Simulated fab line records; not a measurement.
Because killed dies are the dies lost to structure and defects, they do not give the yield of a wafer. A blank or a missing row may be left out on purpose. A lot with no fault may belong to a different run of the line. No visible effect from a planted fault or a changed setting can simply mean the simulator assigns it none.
A sampling plan put to the test + flow berkeley_cmos170 + one fab line, 7 faults that these records tell of, each judged on the records of the lots that it struck
The plan consists of the line's own looks: route steps at which the wafer is read by a gauge or an inspection but not changed. A look can be judged if struck wafers have a number there and the file gives its usual mean and standard deviation on fault-free wafers. Caught: at a look after the fault's first step, the mean of the struck wafers lies 4 or more of those standard deviations (sigma) from the usual mean. On the tool: the fault's steps, tested the same way using the tool's own readings. Also counted as caught: the struck wafers showing another recipe, or a record that is empty for them alone.

## THE FAULTS, as the simulator had put them in
1. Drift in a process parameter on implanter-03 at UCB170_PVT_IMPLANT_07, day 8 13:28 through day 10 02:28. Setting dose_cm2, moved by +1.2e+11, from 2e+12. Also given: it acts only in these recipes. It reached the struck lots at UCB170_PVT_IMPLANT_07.
2. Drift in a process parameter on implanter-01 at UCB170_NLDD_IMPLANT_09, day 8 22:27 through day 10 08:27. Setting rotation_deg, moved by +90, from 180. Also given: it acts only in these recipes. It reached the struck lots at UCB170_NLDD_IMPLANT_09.
3. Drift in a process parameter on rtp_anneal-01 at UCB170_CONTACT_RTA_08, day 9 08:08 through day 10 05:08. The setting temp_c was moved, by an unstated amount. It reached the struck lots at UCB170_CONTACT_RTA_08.
4. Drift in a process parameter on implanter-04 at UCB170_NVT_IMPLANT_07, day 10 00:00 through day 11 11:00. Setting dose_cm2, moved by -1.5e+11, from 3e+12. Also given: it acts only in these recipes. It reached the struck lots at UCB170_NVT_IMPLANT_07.
5. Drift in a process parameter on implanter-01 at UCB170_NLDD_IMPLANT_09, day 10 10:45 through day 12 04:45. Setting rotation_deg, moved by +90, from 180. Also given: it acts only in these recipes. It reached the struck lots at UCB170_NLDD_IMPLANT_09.
6. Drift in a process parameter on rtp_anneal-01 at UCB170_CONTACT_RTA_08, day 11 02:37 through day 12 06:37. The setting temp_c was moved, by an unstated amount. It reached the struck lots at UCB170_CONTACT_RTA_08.
7. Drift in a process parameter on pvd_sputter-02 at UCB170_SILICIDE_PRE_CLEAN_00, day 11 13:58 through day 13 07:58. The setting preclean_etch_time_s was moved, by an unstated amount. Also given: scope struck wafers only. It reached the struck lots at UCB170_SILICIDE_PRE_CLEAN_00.

## WHAT THE PLAN SAW
| fault | on the tool itself               | first look that catches it                      | reading, sigma | median hours from its first step to that look | hours from the fault's start to the first struck lot there | judged looks passed uncaught |
|-------|----------------------------------|-------------------------------------------------|----------------|-----------------------------------------------|------------------------------------------------------------|------------------------------|
| 1     | dose_ions_cm2 +51 sigma          | no look after it can be judged                  | -              | -                                             | -                                                          | 0                            |
| 2     | rotation_deg +99 or beyond sigma | no look after it can be judged                  | -              | -                                             | -                                                          | 0                            |
| 3     | wafer_temp_C_max +12 sigma       | none of the 2 looks that can be judged after it | -              | -                                             | -                                                          | 2                            |
| 4     | dose_ions_cm2 -40 sigma          | not the one look that can be judged after it    | -              | -                                             | -                                                          | 1                            |
| 5     | rotation_deg +99 or beyond sigma | not the one look that can be judged after it    | -              | -                                             | -                                                          | 1                            |
| 6     | wafer_temp_C_max +29 sigma       | not the one look that can be judged after it    | -              | -                                             | -                                                          | 1                            |
| 7     | no reading that can be judged    | none of the 2 looks that can be judged after it | -              | -                                             | -                                                          | 2                            |
A dash: the fault isn't caught, or these records don't give the number.

Caught at a look: 0 of 7. Caught on the tool: 6 of 7. By one or the other: 6 of 7.
Faults caught by the tool alone: 1, 2, 3, 4, 5, 6.
Caught by neither: fault 7.
